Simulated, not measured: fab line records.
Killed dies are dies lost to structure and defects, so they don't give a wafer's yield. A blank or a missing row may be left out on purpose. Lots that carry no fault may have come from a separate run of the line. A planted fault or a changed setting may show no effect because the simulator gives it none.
Which tool is to blame? | flow ritCmos | 7 lots with 21 wafers sampled at 2 steps, on a route of 202 steps

WHAT THE GAUGES SHOWED, per wafer
RIT_SPACER_THK_MEAS_04.
lot  | measured    | on           | SPACER_NITRIDE_THK (nm)
L290 | day 3 07:23 | filmMetro-01 | 254.2 252.1 253.5
L292 | day 3 18:17 | filmMetro-01 | 253.5 250.7 250.9
L296 | day 4 11:34 | filmMetro-01 | 252.3 252.4 250.4
L299 | day 5 05:38 | filmMetro-03 | 192.5 192.2 193.2
L306 | day 6 17:08 | filmMetro-02 | 251.7 249.8 248.9
L309 | day 7 09:19 | filmMetro-02 | 249.7 250.6 249.9
L312 | day 7 23:55 | filmMetro-01 | 250.9 252.4 251.6

WHICH TOOL RAN EACH LOT (tool, then ch and the chambers of the sampled wafers, then the start)
lot  | RIT_SPACER_CVD_03
L290 | lpcvd-01 ch 1, day 3 05:28
L292 | lpcvd-02 ch 1, day 3 16:22
L296 | lpcvd-02 ch 0, day 4 09:38
L299 | lpcvd-02 ch 0, day 5 03:41
L306 | lpcvd-01 ch 1, day 6 15:13
L309 | lpcvd-01 ch 1, day 7 07:24
L312 | lpcvd-01 ch 1, day 7 21:02
- RIT_SPACER_CVD_03: deposits Si3N4 from SiH2Cl2/NH3, target thk 250 nm, time 3300 s.

THE ANSWER, worked out from the rows above alone
Rule: what is usual is taken from the lots themselves. Put in order of their means at a reading, lots are off if they are a third of the lots or fewer, leave a main group of 4 or more, and stand apart from it by a gap of 3 or more times the standard deviation of the main group's means; of several such gaps the widest counts. If all means in a main group match to the digits the tables above print for the reading, that group is not used. Also off: a lot with no number at a reading for which 4 or more lots have one. Any other lot the step has rows for is counted as sound.
Off: at RIT_SPACER_THK_MEAS_04 (SPACER_NITRIDE_THK), L299. Main group: mean 251.4 nm, sd 1.1.
If a tool, at a process step before that reading, ran all the lots that are off and no sound lot after the first of them, it fits. Those tools and the gauges at RIT_SPACER_THK_MEAS_04 are tried in the same way. This does not decide it: 2 tools fit, namely lpcvd-02 at RIT_SPACER_CVD_03 and filmMetro-03 at RIT_SPACER_THK_MEAS_04.

WHAT WAS PUT IN BY THE SIMULATOR
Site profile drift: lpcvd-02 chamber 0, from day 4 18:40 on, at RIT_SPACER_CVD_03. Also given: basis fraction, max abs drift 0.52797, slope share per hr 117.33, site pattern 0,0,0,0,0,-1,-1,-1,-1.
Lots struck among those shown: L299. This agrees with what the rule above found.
